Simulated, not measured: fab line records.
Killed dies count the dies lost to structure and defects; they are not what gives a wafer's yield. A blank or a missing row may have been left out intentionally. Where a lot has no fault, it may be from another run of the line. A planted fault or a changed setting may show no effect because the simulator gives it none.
Struck lot and sound lot, side by side + flow rit cmos + 14 out of 202 route steps
Sound: the wafers L717.1, L717.2, L717.6. Wafers struck: L730.1, L730.4, L730.6. Last of all comes the cause.
For every step that has rows: the tool of each side, followed by ch and its chambers, followed by its first start. Under that, the readings that differ: sound wafers + struck wafers + difference of the means + sigmas: that difference in standard deviations of wafers without a fault.
alike: words and numbers the same on both sides, and readings whose means are apart by under 2 such deviations; not compared: readings that were withheld, readings missing a value for some wafer, numbers with overlapping values and no deviation given by the record, and bounds like >300 which may hide the same value.
The two part at a step that has a row with sigmas, a row that says differs or no value, or rows on one side only. When numbers do not overlap yet have no deviation, they are printed without sigmas and do not part them. A reading missing from all wafers of one side parts the sides only when that side holds two or more wafers.

first, 3 steps without rows for these wafers: RIT_SDANNEAL_CLEAN_00 (cleans in SC1, time 600 s); RIT_SDANNEAL_CLEAN_01 (cleans in dHF, time 30 s); RIT_SDANNEAL_CLEAN_02 (cleans in SC2, time 600 s).
RIT_SDANNEAL_RTA_03: time 5 s.
  sound on rtp anneal-02 ch 0, day 3 02:14; struck on rtp anneal-02 ch 0, day 5 18:13
  alike: anneal temp c max, chamber o2 ppm, wafer_temp_C_max
RIT_SDANNEAL_RS_MEAS_04: a four-point-probe measurement.
  sound on film metro-03 at day 3 02:17; struck on film metro-01 at day 5 18:16
  alike: PSD_RS
RIT_SDANNEAL_RS_MEAS_05: a four-point-probe measurement.
  sound on film metro-03 at day 3 02:24; struck on film metro-01 at day 5 18:23
  alike: NSD_RS
RIT_SDANNEAL_RS_MEAS_06: a four-point-probe measurement.
  sound on film metro-03 at day 3 02:31; struck on film metro-01 at day 5 18:31
  alike: PLDD_RS
RIT_SDANNEAL_RS_MEAS_07: a four-point-probe measurement.
  sound on film metro-03 at day 3 02:38; struck on film metro-01 at day 5 18:38
  alike: NLDD_RS
then, 1 step without rows for these wafers: RIT_SILICIDE_WET_ETCH_00 (etches SiO2 in BOE, target depth 14 nm, time 15 s).
RIT_SILICIDE_SPUTTER_01: material Ti, target thk 30 nm, time 240 s.
  sound on pvd sputter-04 at day 3 02:47; struck on pvd sputter-04 at day 5 18:46
  alike: throttle valve pct
RIT_SILICIDE_RS_MEAS_02: a four-point-probe measurement.
  sound on film metro-04 at day 3 02:56; struck on film metro-03 at day 5 18:55
  alike: SILICIDE_TI_RS
RIT_SILICIDE_THK_MEAS_03: measures by xrf.
  sound on film metro-04 at day 3 03:03; struck on film metro-03 at day 5 19:02
  alike: SILICIDE_TI_THK
RIT_SILICIDE_RTA_04: time 10 s, ramp up 5 s, ramp down 5 s.
  struck on rtp anneal-01, day 5 19:05; sound on rtp anneal-01 ch 0, day 3 03:07
  no value came back on the struck wafers for anneal temp c max, chamber o2 ppm, wafer_temp_C_max; on the sound wafers anneal temp c max reads 653.5 653.3 652.5
then, 1 step without rows for these wafers: RIT_SILICIDE_WET_ETCH_05 (etches Ti in SPM, time 120 s).

== WHERE THEY PART ==
RIT_SILICIDE_RTA_04 only, going by this record.

WHY: the cause the simulator had injected
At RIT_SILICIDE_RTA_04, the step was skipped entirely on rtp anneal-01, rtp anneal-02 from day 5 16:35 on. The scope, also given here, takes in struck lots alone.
